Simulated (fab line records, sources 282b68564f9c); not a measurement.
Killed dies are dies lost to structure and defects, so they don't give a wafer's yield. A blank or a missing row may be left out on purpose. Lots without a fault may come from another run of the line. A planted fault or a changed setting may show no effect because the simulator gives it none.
A struck lot beside a sound one | flow rit_cmos | 15 steps out of a route of 202
Sound: wafers L535.2, L535.4, L535.6. Struck: wafers L544.1, L544.2, L544.4. The cause comes at the end.
At each step with rows: each side's tool, then ch and its chambers, then its first start. Under that, the readings that differ: sound wafers | struck wafers | difference of the means | sigmas: that difference in standard deviations of wafers without a fault.
alike: readings whose means differ by less than 2 such deviations, and words and numbers that are the same on both sides. not compared: withheld readings, readings that some wafer has no value for, bounds like >300 that may hide the same value, and numbers for which the record gives no deviation and whose values overlap.
The two part at a step that has a row with sigmas, a row that says differs or no value, or rows on one side only. Numbers that don't overlap but have no deviation are shown without sigmas and don't part them. A reading that every wafer of one side lacks parts them only if that side has two wafers or more.

first, 1 step without rows for these wafers: RIT_CONTACT_HARDBAKE_10 (time 60 s).
RIT_CONTACT_ETCH_11: etches SiO2 in CHF3/CF4/Ar, stops on TiSi2, target depth 480 nm, time 320 s.
  sound on rie_diel-03 ch 0,2,3, day 5 06:38; struck on rie_diel-02 ch 1,2,3, day 7 02:17
  reading             | sound             | struck            | difference | sigmas
  O2_flow_sccm (sccm) | 4.967 4.960 4.978 | 5.007 5.008 4.982 | +0.031     | +2
  alike: drypump_motor_current_A, oes_product_au, throttle_valve_pct
  not compared: rf_hours_counter_h
RIT_CONTACT_STRIP_12: strips in O2, time 185.1 s.
  sound on plasma_asher-03 ch 0,1, day 5 06:50; struck on plasma_asher-02 ch 0,1, day 7 02:29
  alike: drypump_motor_current_A
  not compared: rf_hours_counter_h
RIT_CONTACT_CD_MEAS_90: target cd 1000 nm.
  sound on cd_sem-02, day 5 07:02; struck on cd_sem-01, day 7 02:39
  alike: cd_nm
then, 2 steps without rows for these wafers: RIT_CONTACT_CLEAN_13 (cleans in SC1, time 600 s); RIT_CONTACT_CLEAN_14 (cleans in SC2, time 600 s).
RIT_M1_SPUTTER_00: material Al, target thk 400 nm, time 500 s.
  sound on pvd_sputter-04, day 5 07:31; struck on pvd_sputter-04, day 7 03:07
  alike: throttle_valve_pct
RIT_M1_RS_MEAS_01: measures by four-point-probe.
  sound on film_metro-03, day 5 07:50; struck on film_metro-02, day 7 03:25
  alike: M1_AL_RS
RIT_M1_THK_MEAS_02: measures by xrf.
  sound on film_metro-03, day 5 07:56; struck on film_metro-02, day 7 03:32
  alike: M1_AL_THK
then, 3 steps without rows for these wafers: RIT_M1_HMDS_03 (prime time 60 s); RIT_M1_COAT_04 (resist thk 1322 nm); RIT_M1_SOFTBAKE_05 (time 60 s).
RIT_M1_EXPOSE_06: exposes mask M12, target cd 2600 nm.
  sound on iline_stepper-01 ch 0, day 5 08:35; struck on iline_stepper-02 ch 0, day 7 04:10
  reading                    | sound             | struck            | difference | sigmas
  reticle_temp_C (C)         | 22.88 22.93 22.85 | 23.11 23.15 23.15 | +0.25      | +2
  model.M1.overlay_x_nm (nm) | 2.223 2.223 2.223 | 2.097 2.097 2.097 | -0.126     |
  alike: mask, focus_offset_nm
then, 1 step without rows for these wafers: RIT_M1_PEB_07.
RIT_M1_PROBE_99:
  sound on prober-01, day 5 11:43; struck on prober-02, day 7 07:28
  alike: defect_limited_yield, killed_at_contacts, killed_at_front_end, killed_dies, killed_open, killed_short, sort_bin_3_pad_short, sort_bin_5_function, sort_bin_6_memory, sort_n_pass, sort_yield_pct

WHERE THEY PART
First at RIT_CONTACT_ETCH_11; last, within this record, at RIT_M1_EXPOSE_06. Later steps at which nothing parts them and some readings are alike: RIT_M1_PROBE_99.

WHY: what the simulator had put in
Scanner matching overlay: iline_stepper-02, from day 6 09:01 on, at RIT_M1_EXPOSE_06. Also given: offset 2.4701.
